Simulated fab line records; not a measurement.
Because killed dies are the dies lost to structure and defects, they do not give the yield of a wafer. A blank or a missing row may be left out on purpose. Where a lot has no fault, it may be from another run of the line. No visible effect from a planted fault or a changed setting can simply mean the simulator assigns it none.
One fault seen from 2 desks | flow rit_cmos | numbers are kept per desk, each desk with only its own; the story behind them comes last

## FROM THE METROLOGY DESK
Means of the sampled wafers that have a number, per lot and without regard to the tool the lot ran on: this is what the gauges read. A lot is out of limits, marked OUT, if its mean lies more than 4 standard deviations from the usual mean; the brackets give that distance.
Columns: A = NSD_OVL at RIT_NSD_OVL_MEAS_06, usual -0.4 nm; B = cd_nm at RIT_M1_CD_MEAS_90, usual 2600.0 nm; C = M1_BOW at RIT_M1_BOW_MEAS_16, usual 17 um
lot  | first seen here | A    | B                 | C
L414 | day 3 01:17     | -1.0 | 2602.4            | 8
L415 | day 3 08:02     | 1.1  | 2600.3            | 17
L416 | day 3 10:40     | -2.1 | 2601.9            | 21
L417 | day 3 18:04     | 0.1  | 2605.1            | 19
L418 | day 3 23:50     | -1.6 | 2602.5            | 17
L419 | day 4 05:16     | 0.0  | 2597.3            | 20
L427 | day 6 02:43     | -0.1 | 2592.4            | 20
L429 | day 6 13:40     | -0.9 | 2587.0 (-4.8) OUT | 17
L431 | day 6 17:22     | -2.2 | 2599.3            | 19
L432 | day 6 21:44     | 2.0  | 2596.7            | 15
L434 | day 7 06:54     | 0.6  | 2599.7            | 16
L435 | day 7 09:52     | -1.8 | 2602.5            | 12
L437 | day 7 20:16     | 0.2  | 2598.9            | 14
Finding of this desk: L429 out of limits; the first was L429 at day 6 22:40, on cd_nm at RIT_M1_CD_MEAS_90. In limits: L414, L415, L416, L417, L418, L419, L427, L431, L432, L434, L435, L437.

## FOR THE TOOL OWNER'S DESK: rie_metal-02
The tool's own readings at RIT_M1_METAL_ETCH_12 (etches Al in Cl2/BCl3, stops on SiO2, time 168.9 s, target depth 600 nm): means of the sampled wafers that have a number, for each lot that ran on this tool. A lot is out of limits, marked OUT, if its mean lies more than 4 standard deviations from the usual mean; the brackets give that distance.
Columns: A = drypump_motor_current_A at RIT_M1_METAL_ETCH_12, usual 5.4 A; B = oes_product_au at RIT_M1_METAL_ETCH_12, usual 0.769 a.u.; C = throttle_valve_pct at RIT_M1_METAL_ETCH_12, usual 8.34 %
lot  | first seen here | A   | B     | C
L415 | day 3 15:37     | 5.3 | 0.782 | 8.32
L418 | day 4 07:29     | 5.2 | 0.779 | 8.31
L427 | day 6 10:40     | 5.2 | 0.780 | 8.31
L429 | day 6 21:59     | 5.4 | 0.780 | 8.34
This desk found nothing out of limits on any of the 4 lots.

## ALL TOGETHER
On L429, the metrology desk was in a position to raise an alarm at day 6 22:40.
The desk of the tool owner found nothing out of limits.
The tool owner's desk has L429 on record, within its limits.
Every lot named ran RIT_M1_METAL_ETCH_12 on rie_metal-02.

## WHAT HAD BEEN PUT IN BY THE SIMULATOR
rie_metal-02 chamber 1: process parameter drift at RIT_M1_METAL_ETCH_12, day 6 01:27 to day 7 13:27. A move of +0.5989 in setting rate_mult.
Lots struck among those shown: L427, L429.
Time in hours between the start of the fault and the first out-of-limits reading at each desk: metrology desk, 21.
